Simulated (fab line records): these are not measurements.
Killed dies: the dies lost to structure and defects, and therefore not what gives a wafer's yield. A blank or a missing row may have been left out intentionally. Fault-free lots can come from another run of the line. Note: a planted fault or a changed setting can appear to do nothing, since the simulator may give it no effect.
Chamber matching / flow berkeleyCmos170 / UCB170_ZERO_ETCH_06 on rieDiel-01: 3 sister chambers
The step etches SiO2 in CHF3/CF4/Ar, time 12 s. 16 wafers are shown with their chamber, then 6 later ones without.

WAFERS WITH THEIR CHAMBER
wafer=L967.1; chamber=1; throttleValvePct (%)=9.16; drypumpMotorCurrentA (A)=5.1; oesProductAu (a.u.)=0.623
wafer=L967.3; chamber=3; throttleValvePct (%)=9.51; drypumpMotorCurrentA (A)=5.7; oesProductAu (a.u.)=0.596
wafer=L967.6; chamber=3; throttleValvePct (%)=9.54; drypumpMotorCurrentA (A)=5.8; oesProductAu (a.u.)=0.600
wafer=L969.1; chamber=2; throttleValvePct (%)=9.42; drypumpMotorCurrentA (A)=5.9; oesProductAu (a.u.)=0.612
wafer=L969.4; chamber=3; throttleValvePct (%)=9.53; drypumpMotorCurrentA (A)=5.8; oesProductAu (a.u.)=0.595
wafer=L969.6; chamber=2; throttleValvePct (%)=9.42; drypumpMotorCurrentA (A)=5.9; oesProductAu (a.u.)=0.612
wafer=L973.2; chamber=2; throttleValvePct (%)=9.42; drypumpMotorCurrentA (A)=5.9; oesProductAu (a.u.)=0.605
wafer=L973.3; chamber=1; throttleValvePct (%)=9.16; drypumpMotorCurrentA (A)=5.2; oesProductAu (a.u.)=0.621
wafer=L973.5; chamber=3; throttleValvePct (%)=9.52; drypumpMotorCurrentA (A)=5.7; oesProductAu (a.u.)=0.602
wafer=L975.1; chamber=1; throttleValvePct (%)=9.15; drypumpMotorCurrentA (A)=5.1; oesProductAu (a.u.)=0.619
wafer=L975.3; chamber=3; throttleValvePct (%)=9.52; drypumpMotorCurrentA (A)=5.7; oesProductAu (a.u.)=0.596
wafer=L975.4; chamber=2; throttleValvePct (%)=9.41; drypumpMotorCurrentA (A)=5.9; oesProductAu (a.u.)=0.615
wafer=L977.2; chamber=2; throttleValvePct (%)=9.43; drypumpMotorCurrentA (A)=5.9; oesProductAu (a.u.)=0.614
wafer=L977.3; chamber=1; throttleValvePct (%)=9.18; drypumpMotorCurrentA (A)=5.2; oesProductAu (a.u.)=0.617
wafer=L977.6; chamber=3; throttleValvePct (%)=9.52; drypumpMotorCurrentA (A)=5.7; oesProductAu (a.u.)=0.599
wafer=L984.1; chamber=2; throttleValvePct (%)=9.42; drypumpMotorCurrentA (A)=5.9; oesProductAu (a.u.)=0.609

SIGNATURES (means of the wafers above)
reading=throttleValvePct; chamber 1=9.1625; chamber 2=9.4200; chamber 3=9.5233; scatter within a chamber=0.00964
reading=drypumpMotorCurrentA; chamber 1=5.150; chamber 2=5.900; chamber 3=5.733; scatter within a chamber=0.0424
reading=oesProductAu; chamber 1=0.62000; chamber 2=0.61117; chamber 3=0.59800; scatter within a chamber=0.0031
Rule: for each reading, subtract the chamber's mean from the wafer's reading, divide by that reading's scatter and square the result; add these up over the readings and take the root, which gives the wafer's distance from the chamber. The wafer belongs to the nearest chamber; if the next one is less than 2 further off, it can't be placed. The scatter: the root of (the sum of the squares of (reading less its chamber's mean) over the shown wafers, divided by (wafers less chambers)).

WAFERS MISSING THEIR CHAMBER
wafer=L984.3; throttleValvePct (%)=9.16; drypumpMotorCurrentA (A)=5.1; oesProductAu (a.u.)=0.623
wafer=L986.1; throttleValvePct (%)=9.53; drypumpMotorCurrentA (A)=5.8; oesProductAu (a.u.)=0.599
wafer=L986.3; throttleValvePct (%)=9.16; drypumpMotorCurrentA (A)=5.2; oesProductAu (a.u.)=0.623
wafer=L989.2; throttleValvePct (%)=9.41; drypumpMotorCurrentA (A)=5.9; oesProductAu (a.u.)=0.605
wafer=L989.4; throttleValvePct (%)=9.18; drypumpMotorCurrentA (A)=5.1; oesProductAu (a.u.)=0.615
wafer=L989.5; throttleValvePct (%)=9.42; drypumpMotorCurrentA (A)=5.9; oesProductAu (a.u.)=0.605

EACH ONE'S CHAMBER
wafer=L984.3; from the rows above=1; in truth=1
wafer=L986.1; from the rows above=3; in truth=3
wafer=L986.3; from the rows above=1; in truth=1
wafer=L989.2; from the rows above=2; in truth=2
wafer=L989.4; from the rows above=1; in truth=1
wafer=L989.5; from the rows above=2; in truth=2
6 of 6 placed correctly. Can't be placed from these rows: 0. 0 placed wrongly.
